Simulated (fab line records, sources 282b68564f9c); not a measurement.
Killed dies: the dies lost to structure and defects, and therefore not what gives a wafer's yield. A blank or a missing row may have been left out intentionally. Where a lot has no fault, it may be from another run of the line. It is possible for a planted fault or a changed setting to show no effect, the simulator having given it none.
fab line records :: flow rit_cmos
[record]
  lots = 6
  wafers = 18
  last_day = 5
route steps=202 shown NRETRO@60 PRETRO@64 M1@202
lots untouched by any fault: they come from a run of this same line in which no faults occurred
start_h: start of the lot's first displayed wafer, in hours after the record's first day :: wait_h: hours since the lot's step before :: " same as the row above :: L1.1+2: a single row standing in for several wafers :: - no value present, or no start provided :: * or withheld: withheld :: < > ~ a bound
route shown NAME@n: NAME is a module with steps in the file, n the number in the route of the first one :: usual: average and standard deviation across the fault-free wafers :: same: alike in all rows :: chamber/n: place in a boat :: sites: the reading at each site :: _std_site: the standard deviation of these :: _edge_site: the outer-site mean with the inner-site mean subtracted :: radius_mm: how far each site lies from the wafer's centre :: mask NAME#n: copy n :: behind: the most recent tool/chamber to have shaped the wafer :: hold: why the lot went on hold/how many hours it stayed there/how the hold came to an end :: device: which transistor (n, p or np) failed to switch :: end of line: the tests these same wafers got at the end of their route :: a step given without rows: its recipe and nothing more :: killed: dies that structure and defects cost at the first sort, which is not the same as the wafer's yield :: map: a wafer's dies, marking killed ones x, the rest . and places with no die _
set.NAME: the setting as run; set.NAME@STEP: as run at that earlier step :: model.NAME: the simulator's own value behind a step, which no gauge read
lots seen at some steps along the route; tables by step, rows by wafer
services: from which hour (start_h, from the record's first day; less than 0 if before it) a tool's chamber was out of use, for how many hours, and why
[[steps]]
[step RIT_NRETRO_HARDBAKE_07]
[recipe]
  resist = NOVOLAK
  temp_c = 140
  time_s = 120
[step RIT_NRETRO_IMPLANT_08]
[recipe]
  species = P
  energy_kev = 69.03
  dose_cm2 = 1e+13
  tilt_deg = 7
[step RIT_NRETRO_STRIP_09]
[recipe]
  chemistry = O2
  time_s = 180
  resist = NOVOLAK
  platen_temp_c = withheld
  power_w = 500
  pressure_mtorr = 4000
  o2_flow_sccm = 4000
[usual]
  chamber_pressure_mTorr = 4000/3.5
  drypump_motor_current_A = 5.9/0.31
lot.wafer: L246.1
tool: plasma_asher-04
chamber: 1
start_h: 36.53
wait_h: 0.1
chamber_pressure_mTorr: 3998
drypump_motor_current_A: 5.3
rf_hours_counter_h: 40

lot.wafer: L246.4
tool: plasma_asher-04
chamber: 0
start_h: 36.53
wait_h: 0.1
chamber_pressure_mTorr: 4005
drypump_motor_current_A: 6.1
rf_hours_counter_h: -

lot.wafer: L246.5
tool: plasma_asher-04
chamber: 0
start_h: 36.53
wait_h: 0.1
chamber_pressure_mTorr: 4000
drypump_motor_current_A: 6.1
rf_hours_counter_h: -

lot.wafer: L249.2
tool: plasma_asher-02
chamber: 1
start_h: 53.15
wait_h: 0.1
chamber_pressure_mTorr: 3997
drypump_motor_current_A: 5.7
rf_hours_counter_h: 28

lot.wafer: L249.3
tool: plasma_asher-02
chamber: 0
start_h: 53.15
wait_h: 0.1
chamber_pressure_mTorr: 4008
drypump_motor_current_A: 5.6
rf_hours_counter_h: -

lot.wafer: L249.6
tool: plasma_asher-02
chamber: 1
start_h: 53.15
wait_h: 0.1
chamber_pressure_mTorr: 4001
drypump_motor_current_A: 5.7
rf_hours_counter_h: -

lot.wafer: L252.4
tool: plasma_asher-03
chamber: 1
start_h: 65.98
wait_h: 0.1
chamber_pressure_mTorr: 4003
drypump_motor_current_A: 6.1
rf_hours_counter_h: -

lot.wafer: L252.5
tool: plasma_asher-03
chamber: 0
start_h: 65.98
wait_h: 0.1
chamber_pressure_mTorr: 3995
drypump_motor_current_A: 6.2
rf_hours_counter_h: -

lot.wafer: L252.6
tool: plasma_asher-03
chamber: 1
start_h: 65.98
wait_h: 0.1
chamber_pressure_mTorr: 4000
drypump_motor_current_A: 6.1
rf_hours_counter_h: -

lot.wafer: L253.1
tool: plasma_asher-02
chamber: 1
start_h: 71.13
wait_h: 0.1
chamber_pressure_mTorr: 3997
drypump_motor_current_A: 5.7
rf_hours_counter_h: 30

lot.wafer: L253.3
tool: plasma_asher-02
chamber: 0
start_h: 71.13
wait_h: 0.1
chamber_pressure_mTorr: 4000
drypump_motor_current_A: 5.6
rf_hours_counter_h: -

lot.wafer: L253.5
tool: plasma_asher-02
chamber: 1
start_h: 71.13
wait_h: 0.1
chamber_pressure_mTorr: 3997
drypump_motor_current_A: 5.7
rf_hours_counter_h: -

lot.wafer: L256.3
tool: plasma_asher-03
chamber: 1
start_h: 87.89
wait_h: 0.1
chamber_pressure_mTorr: 3996
drypump_motor_current_A: 6.1
rf_hours_counter_h: -

lot.wafer: L256.4
tool: plasma_asher-03
chamber: 0
start_h: 87.89
wait_h: 0.1
chamber_pressure_mTorr: 4000
drypump_motor_current_A: 6.2
rf_hours_counter_h: -

lot.wafer: L256.6
tool: plasma_asher-03
chamber: 1
start_h: 87.89
wait_h: 0.1
chamber_pressure_mTorr: 4002
drypump_motor_current_A: 6.1
rf_hours_counter_h: -

lot.wafer: L257.1
tool: plasma_asher-03
chamber: 0
start_h: 100.43
wait_h: 0.1
chamber_pressure_mTorr: 4006
drypump_motor_current_A: 6.2
rf_hours_counter_h: 43

lot.wafer: L257.2
tool: plasma_asher-03
chamber: 1
start_h: 100.43
wait_h: 0.1
chamber_pressure_mTorr: 3996
drypump_motor_current_A: 6.1
rf_hours_counter_h: 43

lot.wafer: L257.3
tool: plasma_asher-03
chamber: 0
start_h: 100.43
wait_h: 0.1
chamber_pressure_mTorr: 4000
drypump_motor_current_A: 6.1
rf_hours_counter_h: -
[step RIT_NRETRO_TW_MEAS_10]
[usual]
  NRETRO_TW = 1057/12
lot.wafer: L246.1
tool: film_metro-03
chamber: -
start_h: 36.71
wait_h: 0.1
NRETRO_TW: 1050

lot.wafer: L246.4
tool: film_metro-03
chamber: -
start_h: 36.71
wait_h: 0.1
NRETRO_TW: 1047

lot.wafer: L246.5
tool: film_metro-03
chamber: -
start_h: 36.71
wait_h: 0.1
NRETRO_TW: 1048

lot.wafer: L249.2
tool: film_metro-03
chamber: -
start_h: 53.34
wait_h: 0.1
NRETRO_TW: 1056

lot.wafer: L249.3
tool: film_metro-03
chamber: -
start_h: 53.34
wait_h: 0.1
NRETRO_TW: 1055

lot.wafer: L249.6
tool: film_metro-03
chamber: -
start_h: 53.34
wait_h: 0.1
NRETRO_TW: 1051

lot.wafer: L252.4
tool: film_metro-01
chamber: -
start_h: 66.13
wait_h: 0.1
NRETRO_TW: 1075

lot.wafer: L252.5
tool: film_metro-01
chamber: -
start_h: 66.13
wait_h: 0.1
NRETRO_TW: 1075

lot.wafer: L252.6
tool: film_metro-01
chamber: -
start_h: 66.13
wait_h: 0.1
NRETRO_TW: 1070

lot.wafer: L253.1
tool: film_metro-03
chamber: -
start_h: 71.30
wait_h: 0.1
NRETRO_TW: 1057

lot.wafer: L253.3
tool: film_metro-03
chamber: -
start_h: 71.30
wait_h: 0.1
NRETRO_TW: 1052

lot.wafer: L253.5
tool: film_metro-03
chamber: -
start_h: 71.30
wait_h: 0.1
NRETRO_TW: 1053

lot.wafer: L256.3
tool: film_metro-01
chamber: -
start_h: 88.02
wait_h: 0.1
NRETRO_TW: 1071

lot.wafer: L256.4
tool: film_metro-01
chamber: -
start_h: 88.02
wait_h: 0.1
NRETRO_TW: 1071

lot.wafer: L256.6
tool: film_metro-01
chamber: -
start_h: 88.02
wait_h: 0.1
NRETRO_TW: 1075

lot.wafer: L257.1
tool: film_metro-01
chamber: -
start_h: 100.61
wait_h: 0.1
NRETRO_TW: 1073

lot.wafer: L257.2
tool: film_metro-01
chamber: -
start_h: 100.61
wait_h: 0.1
NRETRO_TW: 1071

lot.wafer: L257.3
tool: film_metro-01
chamber: -
start_h: 100.61
wait_h: 0.1
NRETRO_TW: 1060
[step RIT_PRETRO_HMDS_00]
[recipe]
  prime_time_s = 60
  prime_temp_c = 140
[step RIT_PRETRO_COAT_01]
[recipe]
  resist = NOVOLAK
  spin_rpm = 2000
  resist_thk_nm = 1300
[step RIT_PRETRO_SOFTBAKE_02]
[recipe]
  resist = NOVOLAK
  temp_c = 90
  time_s = 60
[step RIT_PRETRO_EXPOSE_03]
[recipe]
  mask_id = M5
  na = 0.57
  target_cd_nm = 43700
  dose_mj = 250
[step RIT_PRETRO_PEB_04]
[recipe]
  resist = NOVOLAK
  temp_c = withheld
  time_s = withheld
[step RIT_PRETRO_DEVELOP_05]
[recipe]
  resist = NOVOLAK
  develop_time_s = 68
  dev_temp_c = 23
[step RIT_PRETRO_OVL_MEAS_06]
[usual]
  PRETRO_OVL = -0.5/1.5
lot.wafer: L246.1
tool: overlay-02
chamber: -
start_h: 37.80
wait_h: -
PRETRO_OVL[nm]: -0.7

lot.wafer: L246.4
tool: overlay-02
chamber: -
start_h: 37.80
wait_h: -
PRETRO_OVL[nm]: 1.1

lot.wafer: L246.5
tool: overlay-02
chamber: -
start_h: 37.80
wait_h: -
PRETRO_OVL[nm]: 1.3

lot.wafer: L249.2
tool: overlay-01
chamber: -
start_h: 54.47
wait_h: -
PRETRO_OVL[nm]: -0.8

lot.wafer: L249.3
tool: overlay-01
chamber: -
start_h: 54.47
wait_h: -
PRETRO_OVL[nm]: -1.8

lot.wafer: L249.6
tool: overlay-01
chamber: -
start_h: 54.47
wait_h: -
PRETRO_OVL[nm]: -2.4

lot.wafer: L252.4
tool: overlay-02
chamber: -
start_h: 67.22
wait_h: -
PRETRO_OVL[nm]: 0.5

lot.wafer: L252.5
tool: overlay-02
chamber: -
start_h: 67.22
wait_h: -
PRETRO_OVL[nm]: -1.4

lot.wafer: L252.6
tool: overlay-02
chamber: -
start_h: 67.22
wait_h: -
PRETRO_OVL[nm]: 1.0

lot.wafer: L253.1
tool: overlay-01
chamber: -
start_h: 72.37
wait_h: -
PRETRO_OVL[nm]: -2.7

lot.wafer: L253.3
tool: overlay-01
chamber: -
start_h: 72.37
wait_h: -
PRETRO_OVL[nm]: 0.0

lot.wafer: L253.5
tool: overlay-01
chamber: -
start_h: 72.37
wait_h: -
PRETRO_OVL[nm]: -1.8

lot.wafer: L256.3
tool: overlay-01
chamber: -
start_h: 89.08
wait_h: -
PRETRO_OVL[nm]: 0.8

lot.wafer: L256.4
tool: overlay-01
chamber: -
start_h: 89.08
wait_h: -
PRETRO_OVL[nm]: -0.1

lot.wafer: L256.6
tool: overlay-01
chamber: -
start_h: 89.08
wait_h: -
PRETRO_OVL[nm]: 0.6

lot.wafer: L257.1
tool: overlay-02
chamber: -
start_h: 101.70
wait_h: -
PRETRO_OVL[nm]: -2.3

lot.wafer: L257.2
tool: overlay-02
chamber: -
start_h: 101.70
wait_h: -
PRETRO_OVL[nm]: -3.3

lot.wafer: L257.3
tool: overlay-02
chamber: -
start_h: 101.70
wait_h: -
PRETRO_OVL[nm]: -3.3
[step RIT_PRETRO_HARDBAKE_07]
[recipe]
  resist = NOVOLAK
  temp_c = 140
  time_s = 120
[step RIT_PRETRO_IMPLANT_08]
[recipe]
  species = B
  energy_kev = 45
  dose_cm2 = 1.2e+13
  tilt_deg = 7
[usual]
  beam_energy_keV = 45.001/0.014
  beam_on_s = 9.99/0.21
  tilt_deg = 7.005/0.019
lot.wafer: L246.1
tool: implanter-01
chamber: 0
start_h: 38.08
wait_h: 0.2
beam_energy_keV: 44.990
beam_on_s: 9.78
tilt_deg: 6.997
model.implant.drp_nm: 55.07

lot.wafer: L246.4
tool: implanter-01
chamber: 0
start_h: 38.08
wait_h: 0.2
beam_energy_keV: 44.981
beam_on_s: 10.06
tilt_deg: 6.998
model.implant.drp_nm: 55.07

lot.wafer: L246.5
tool: implanter-01
chamber: 0
start_h: 38.08
wait_h: 0.2
beam_energy_keV: 44.992
beam_on_s: 10.00
tilt_deg: 6.989
model.implant.drp_nm: 55.07

lot.wafer: L249.2
tool: implanter-01
chamber: 0
start_h: 54.78
wait_h: 0.2
beam_energy_keV: 44.982
beam_on_s: 9.66
tilt_deg: 6.990
model.implant.drp_nm: 55.07

lot.wafer: L249.3
tool: implanter-01
chamber: 0
start_h: 54.78
wait_h: 0.2
beam_energy_keV: 44.991
beam_on_s: 9.68
tilt_deg: 6.983
model.implant.drp_nm: 55.07

lot.wafer: L249.6
tool: implanter-01
chamber: 0
start_h: 54.78
wait_h: 0.2
beam_energy_keV: 44.980
beam_on_s: 9.81
tilt_deg: 6.981
model.implant.drp_nm: 55.07

lot.wafer: L252.4
tool: implanter-04
chamber: 0
start_h: 67.56
wait_h: 0.2
beam_energy_keV: 44.973
beam_on_s: 9.76
tilt_deg: 7.008
model.implant.drp_nm: 55.07

lot.wafer: L252.5
tool: implanter-04
chamber: 0
start_h: 67.56
wait_h: 0.2
beam_energy_keV: 44.991
beam_on_s: 9.67
tilt_deg: 7.026
model.implant.drp_nm: 55.07

lot.wafer: L252.6
tool: implanter-04
chamber: 0
start_h: 67.56
wait_h: 0.2
beam_energy_keV: 45.004
beam_on_s: 10.36
tilt_deg: 6.999
model.implant.drp_nm: 55.07

lot.wafer: L253.1
tool: implanter-01
chamber: 0
start_h: 72.66
wait_h: 0.2
beam_energy_keV: 44.413
beam_on_s: 9.96
tilt_deg: 6.993
model.implant.drp_nm: 54.63

lot.wafer: L253.3
tool: implanter-01
chamber: 0
start_h: 72.66
wait_h: 0.2
beam_energy_keV: 44.408
beam_on_s: 9.72
tilt_deg: 7.038
model.implant.drp_nm: 54.63

lot.wafer: L253.5
tool: implanter-01
chamber: 0
start_h: 72.66
wait_h: 0.2
beam_energy_keV: 44.408
beam_on_s: 10.25
tilt_deg: 6.976
model.implant.drp_nm: 54.63

lot.wafer: L256.3
tool: implanter-04
chamber: 0
start_h: 89.40
wait_h: 0.2
beam_energy_keV: 45.000
beam_on_s: 9.84
tilt_deg: 7.046
model.implant.drp_nm: 55.07

lot.wafer: L256.4
tool: implanter-04
chamber: 0
start_h: 89.40
wait_h: 0.2
beam_energy_keV: 45.007
beam_on_s: 10.12
tilt_deg: 7.015
model.implant.drp_nm: 55.07

lot.wafer: L256.6
tool: implanter-04
chamber: 0
start_h: 89.40
wait_h: 0.2
beam_energy_keV: 45.002
beam_on_s: 9.73
tilt_deg: 7.018
model.implant.drp_nm: 55.07

lot.wafer: L257.1
tool: implanter-01
chamber: 0
start_h: 101.99
wait_h: 0.2
beam_energy_keV: 44.394
beam_on_s: 9.95
tilt_deg: 6.979
model.implant.drp_nm: 54.63

lot.wafer: L257.2
tool: implanter-01
chamber: 0
start_h: 101.99
wait_h: 0.2
beam_energy_keV: 44.373
beam_on_s: 9.76
tilt_deg: 6.985
model.implant.drp_nm: 54.63

lot.wafer: L257.3
tool: implanter-01
chamber: 0
start_h: 101.99
wait_h: 0.2
beam_energy_keV: 44.388
beam_on_s: 9.94
tilt_deg: 6.951
model.implant.drp_nm: 54.63
[step RIT_PRETRO_STRIP_09]
[recipe]
  chemistry = O2
  time_s = 180
  resist = NOVOLAK
  platen_temp_c = withheld
  power_w = 500
  pressure_mtorr = 4000
  o2_flow_sccm = 4000
[usual]
  chamber_pressure_mTorr = 4000/3.8
  drypump_motor_current_A = 5.89/0.29
lot.wafer: L246.1
tool: plasma_asher-01
chamber: 1
start_h: 38.23
wait_h: 0.1
chamber_pressure_mTorr: 3995
drypump_motor_current_A: 5.71
rf_hours_counter_h: 40

lot.wafer: L246.4
tool: plasma_asher-01
chamber: 1
start_h: 38.23
wait_h: 0.1
chamber_pressure_mTorr: 3999
drypump_motor_current_A: 5.76
rf_hours_counter_h: -

lot.wafer: L246.5
tool: plasma_asher-01
chamber: 1
start_h: 38.23
wait_h: 0.1
chamber_pressure_mTorr: 4000
drypump_motor_current_A: 5.76
rf_hours_counter_h: -

lot.wafer: L249.2
tool: plasma_asher-01
chamber: 1
start_h: 54.90
wait_h: 0.1
chamber_pressure_mTorr: 3998
drypump_motor_current_A: 5.74
rf_hours_counter_h: 42

lot.wafer: L249.3
tool: plasma_asher-01
chamber: 1
start_h: 54.90
wait_h: 0.1
chamber_pressure_mTorr: 4001
drypump_motor_current_A: 5.75
rf_hours_counter_h: -

lot.wafer: L249.6
tool: plasma_asher-01
chamber: 0
start_h: 54.90
wait_h: 0.1
chamber_pressure_mTorr: 3997
drypump_motor_current_A: 5.62
rf_hours_counter_h: -

lot.wafer: L252.4
tool: plasma_asher-04
chamber: 0
start_h: 67.70
wait_h: 0.1
chamber_pressure_mTorr: 4000
drypump_motor_current_A: 6.11
rf_hours_counter_h: -

lot.wafer: L252.5
tool: plasma_asher-04
chamber: 1
start_h: 67.70
wait_h: 0.1
chamber_pressure_mTorr: 3995
drypump_motor_current_A: 5.28
rf_hours_counter_h: -

lot.wafer: L252.6
tool: plasma_asher-04
chamber: 0
start_h: 67.70
wait_h: 0.1
chamber_pressure_mTorr: 3999
drypump_motor_current_A: 6.10
rf_hours_counter_h: -

lot.wafer: L253.1
tool: plasma_asher-03
chamber: 1
start_h: 72.81
wait_h: 0.1
chamber_pressure_mTorr: 4004
drypump_motor_current_A: 6.07
rf_hours_counter_h: 40

lot.wafer: L253.3
tool: plasma_asher-03
chamber: 0
start_h: 72.81
wait_h: 0.1
chamber_pressure_mTorr: 4001
drypump_motor_current_A: 6.15
rf_hours_counter_h: -

lot.wafer: L253.5
tool: plasma_asher-03
chamber: 0
start_h: 72.81
wait_h: 0.1
chamber_pressure_mTorr: 4001
drypump_motor_current_A: 6.15
rf_hours_counter_h: -

lot.wafer: L256.3
tool: plasma_asher-03
chamber: 1
start_h: 89.56
wait_h: 0.1
chamber_pressure_mTorr: 4001
drypump_motor_current_A: 6.04
rf_hours_counter_h: -

lot.wafer: L256.4
tool: plasma_asher-03
chamber: 0
start_h: 89.56
wait_h: 0.1
chamber_pressure_mTorr: 3998
drypump_motor_current_A: 6.15
rf_hours_counter_h: -

lot.wafer: L256.6
tool: plasma_asher-03
chamber: 1
start_h: 89.56
wait_h: 0.1
chamber_pressure_mTorr: 3997
drypump_motor_current_A: 6.08
rf_hours_counter_h: -

lot.wafer: L257.1
tool: plasma_asher-04
chamber: 0
start_h: 102.14
wait_h: 0.1
chamber_pressure_mTorr: 4004
drypump_motor_current_A: 6.07
rf_hours_counter_h: 46

lot.wafer: L257.2
tool: plasma_asher-04
chamber: 1
start_h: 102.14
wait_h: 0.1
chamber_pressure_mTorr: 3992
drypump_motor_current_A: 5.31
rf_hours_counter_h: 46

lot.wafer: L257.3
tool: plasma_asher-04
chamber: 0
start_h: 102.14
wait_h: 0.1
chamber_pressure_mTorr: 4001
drypump_motor_current_A: 6.08
rf_hours_counter_h: -
[step RIT_M1_PROBE_99]
[usual]
  killed_at_front_end = 7/3.4
  killed_dies = 7/3.4
  killed_open = 3.7/2.2
  killed_short = 3.6/2.2
[same]
  gross_dies = 264
  killed_at_M0_to_M3 = 0
  killed_at_M4_up = 0
  killed_at_back_side = 0
  killed_at_contacts = 0
  killed_at_other = 0
lot.wafer: L246.1
tool: prober-01
chamber: -
start_h: 65.86
wait_h: 0.1
killed_at_front_end: 4
killed_dies: 4
killed_open: 1
killed_short: 3

lot.wafer: L246.4
tool: prober-01
chamber: -
start_h: 66.01
wait_h: 0.2
killed_at_front_end: 7
killed_dies: 7
killed_open: 3
killed_short: 4

lot.wafer: L246.5
tool: prober-01
chamber: -
start_h: 66.06
wait_h: 0.2
killed_at_front_end: 7
killed_dies: 7
killed_open: 6
killed_short: 1

lot.wafer: L252.4
tool: prober-01
chamber: -
start_h: 95.92
wait_h: 0.2
killed_at_front_end: 6
killed_dies: 6
killed_open: 3
killed_short: 3

lot.wafer: L252.5
tool: prober-01
chamber: -
start_h: 95.97
wait_h: 0.2
killed_at_front_end: 15
killed_dies: 15
killed_open: 7
killed_short: 8

lot.wafer: L252.6
tool: prober-01
chamber: -
start_h: 96.02
wait_h: 0.2
killed_at_front_end: 8
killed_dies: 8
killed_open: 4
killed_short: 4

lot.wafer: L253.1
tool: prober-02
chamber: -
start_h: 105.11
wait_h: 0.1
killed_at_front_end: 7
killed_dies: 7
killed_open: 2
killed_short: 3

lot.wafer: L253.3
tool: prober-02
chamber: -
start_h: 105.21
wait_h: 0.2
killed_at_front_end: 3
killed_dies: 3
killed_open: 2
killed_short: 1

lot.wafer: L253.5
tool: prober-02
chamber: -
start_h: 105.31
wait_h: 0.2
killed_at_front_end: 1
killed_dies: 1
killed_open: 1
killed_short: 0

lot.wafer: L256.3
tool: prober-01
chamber: -
start_h: 118.70
wait_h: 0.2
killed_at_front_end: 13
killed_dies: 13
killed_open: 7
killed_short: 6

lot.wafer: L256.4
tool: prober-01
chamber: -
start_h: 118.75
wait_h: 0.2
killed_at_front_end: 9
killed_dies: 9
killed_open: 6
killed_short: 3

lot.wafer: L256.6
tool: prober-01
chamber: -
start_h: 118.85
wait_h: 0.2
killed_at_front_end: 10
killed_dies: 10
killed_open: 6
killed_short: 4

lot.wafer: L257.1
tool: prober-02
chamber: -
start_h: 131.71
wait_h: 0.1
killed_at_front_end: 8
killed_dies: 8
killed_open: 4
killed_short: 4

lot.wafer: L257.2
tool: prober-02
chamber: -
start_h: 131.76
wait_h: 0.1
killed_at_front_end: 6
killed_dies: 6
killed_open: 3
killed_short: 3

lot.wafer: L257.3
tool: prober-02
chamber: -
start_h: 131.81
wait_h: 0.2
killed_at_front_end: 8
killed_dies: 8
killed_open: 4
killed_short: 4
// killed by level:class
L246.1 FOX1:geometric_particle:short=1 GATE:geometric_particle:short=1 SILICIDE:geometric_particle:open=1 SILICIDE:geometric_particle:short=1
L246.4 REOX:geometric_particle:short=2 FOX1:geometric_particle:open=1 FOX1:geometric_particle:short=1 FOX2:geometric_particle:open=1 GATE:geometric_particle:short=1 REOX:geometric_particle:open=1
L246.5 GATE:geometric_particle:open=3 FOX1:geometric_particle:open=2 SILICIDE:geometric_particle:open=1 SILICIDE:geometric_particle:short=1
L252.4 FOX1:geometric_particle:short=1 FOX2:geometric_particle:open=1 GATE:geometric_particle:open=1 REOX:geometric_particle:short=1 SILICIDE:geometric_particle:open=1 SILICIDE:geometric_particle:short=1
L252.5 GATE:geometric_particle:short=3 GATE:geometric_particle:open=2 REOX:geometric_particle:short=2 REOX:geometric_particle:open=2 FOX1:geometric_particle:open=1 FOX1:geometric_particle:short=1 FOX2:geometric_particle:short=1 SPACER:geometric_particle:open=1
L252.6 GATE:geometric_particle:short=3 REOX:geometric_particle:open=3 FOX1:geometric_particle:open=1 FOX2:geometric_particle:short=1
L253.1 NSD:coat_microbubble_printed=2 FOX1:geometric_particle:short=1 FOX2:geometric_particle:short=1 GATE:geometric_particle:short=1 SPACER:geometric_particle:open=1 SILICIDE:geometric_particle:open=1
L253.3 GATE:geometric_particle:open=1 REOX:geometric_particle:short=1 SPACER:geometric_particle:open=1
L253.5 REOX:geometric_particle:open=1
L256.3 GATE:geometric_particle:short=5 FOX1:geometric_particle:open=3 GATE:geometric_particle:open=3 SILICIDE:geometric_particle:short=1 SILICIDE:geometric_particle:open=1
L256.4 GATE:geometric_particle:open=3 REOX:geometric_particle:open=2 FOX1:geometric_particle:open=1 GATE:geometric_particle:short=1 REOX:geometric_particle:short=1 SILICIDE:geometric_particle:short=1
L256.6 FOX1:geometric_particle:open=2 FOX1:geometric_particle:short=1 FOX2:geometric_particle:open=1 GATE:geometric_particle:short=1 GATE:geometric_particle:open=1 REOX:geometric_particle:short=1 REOX:geometric_particle:open=1 SPACER:geometric_particle:open=1
L257.1 FOX1:geometric_particle:short=1 FOX1:geometric_particle:open=1 FOX2:geometric_particle:open=1 GATE:geometric_particle:short=1 REOX:geometric_particle:open=1 SPACER:geometric_particle:short=1 SPACER:geometric_particle:open=1 SILICIDE:geometric_particle:short=1
L257.2 SPACER:geometric_particle:open=2 ACTIVE:geometric_particle:short=1 GATE:geometric_particle:short=1 GATE:geometric_particle:open=1 SPACER:geometric_particle:short=1
L257.3 FOX1:geometric_particle:open=2 FOX1:geometric_particle:short=1 FOX2:geometric_particle:short=1 FOX2:geometric_particle:open=1 REOX:geometric_particle:open=1 SPACER:geometric_particle:short=1 SILICIDE:geometric_particle:short=1
[[services]]
tool: implanter-04
chamber: -
start_h: 13.28
hours: 28.8
kind: repair

tool: implanter-01
chamber: -
start_h: 16.89
hours: 2.6
kind: repair

tool: plasma_asher-03
chamber: -
start_h: 23.76
hours: 2.9
kind: repair

tool: implanter-01
chamber: -
start_h: 91.33
hours: 1.1
kind: repair
[[key]]
[first_sign]
  step = RIT_PRETRO_IMPLANT_08
  reading = beam_energy_keV
  direction = down
  sigmas = 43
  usual = 45.001
  struck = 44.397
effect none on later readings
[model_effect]
  step = RIT_PRETRO_IMPLANT_08
  value = implant.drp_nm
  without = 55.07
  struck = 54.63
met_at RIT_PRETRO_IMPLANT_08
struck_wafers L253.1,L253.3,L253.5,L257.1,L257.2,L257.3
tester_left_out L253,L257
onset_between 54.78 72.66
[fault]
  kind = process_parameter_drift
  tool = implanter-01
  chamber = -
  onset_h = 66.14
  steps = RIT_PRETRO_IMPLANT_08
  channel = energy_kev
  offset = -0.60804
  shape = step
  end_h = 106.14
  acts_in = these_recipes_only
  stated = 45
// tester_left_out: of these lots the tester's yield and bins aren't shown, on N5 and GAA mostly nor the transistor test; their killed dies are dies lost to structure and defects alone, not to doping, threshold or leakage, so they don't give the yield
